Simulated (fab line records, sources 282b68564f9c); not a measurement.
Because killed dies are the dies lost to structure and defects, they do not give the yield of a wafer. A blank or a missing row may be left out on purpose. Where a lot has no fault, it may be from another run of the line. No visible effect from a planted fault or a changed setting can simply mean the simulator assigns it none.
Code-filled problem report in 8D (eight disciplines) form | flow rit cmos | the parts of the form that need people (team, actions taken, sign-off) are left out

## 1. THE ISSUE
Mean of developer temp C at RIT_PSD_DEVELOP_05: 22.11 C across 6 wafers in 2 lots; on wafers with no fault it is 23.00 C (standard deviation 0.11). Relative to the usual mean, that is a shift of -8.1 standard deviations.
The step: develop time 50 s.
First seen on wafer L546.1, day 7 05:00, on litho track-02. At this step, 42 wafers from 14 lots have a number in the record. By rule, "out" or "out of limits" means more than 4 standard deviations away from the usual mean. All remaining wafers that have a number are taken as sound.

## 2. WHAT THIS IS AND IS NOT
question                    | is                     | is not
which readings at this step | developer temp C       | -
which lots                  | L546, L549             | L527, L528, L529, L530, L532, L533, L535, L539, L540, L541, L547, L550
which wafers of those lots  | all that have a number | -
read on which tools         | litho track-02         | litho track-01, litho track-04
when                        | from day 7 05:00       | up to then (30 sound wafers); but 6 sound wafers of L547, L550 came after

## 3. WHAT RULES OUT EACH SUSPECT
Counting: a tool stays on the suspect list if, at a process step up to the reading, it processed all lots that are out and no sound lot following the first of them.
- litho track-02 at RIT_PSD_DEVELOP_05 (develop time 50 s): kept. All lots that are out passed through it, beginning with L546 at day 7 05:00, and no sound lot followed; its final sound lot before that point was L539 at day 5 18:00. Out on those wafers are its own readings of developer temp C.
After counting, what remains is litho track-02 at RIT_PSD_DEVELOP_05.

## 4. THE CAUSE (what the simulator had put in)
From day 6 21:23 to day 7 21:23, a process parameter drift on litho track-02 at RIT_PSD_DEVELOP_05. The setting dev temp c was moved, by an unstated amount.
The count eliminated every tool but this one.

## 5. THE EFFECT CHAIN, in route order
Rows list readings where the struck wafers' mean (over those with a number) sits beyond 3 standard deviations from the usual. Readings are gone through only where the record gives a usual standard deviation; hours: the median, over the lots, of the time from a lot's start at the first step in this table giving one to that lot's start at this step; sigmas: the change measured in usual standard deviations.
hours | step               | reading          | usual   | on struck wafers | change | sigmas
0     | RIT_PSD_DEVELOP_05 | developer temp C | 23.00 C | 22.11            | -0.89  | -8.1
Process steps it contains:
- RIT_PSD_DEVELOP_05: develop time 50 s.

## 6. HOW IT WOULD HAVE BEEN CAUGHT EARLIER
In this record the first reading out of limits was taken at day 7 05:00, 8 hours after the fault began at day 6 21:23.
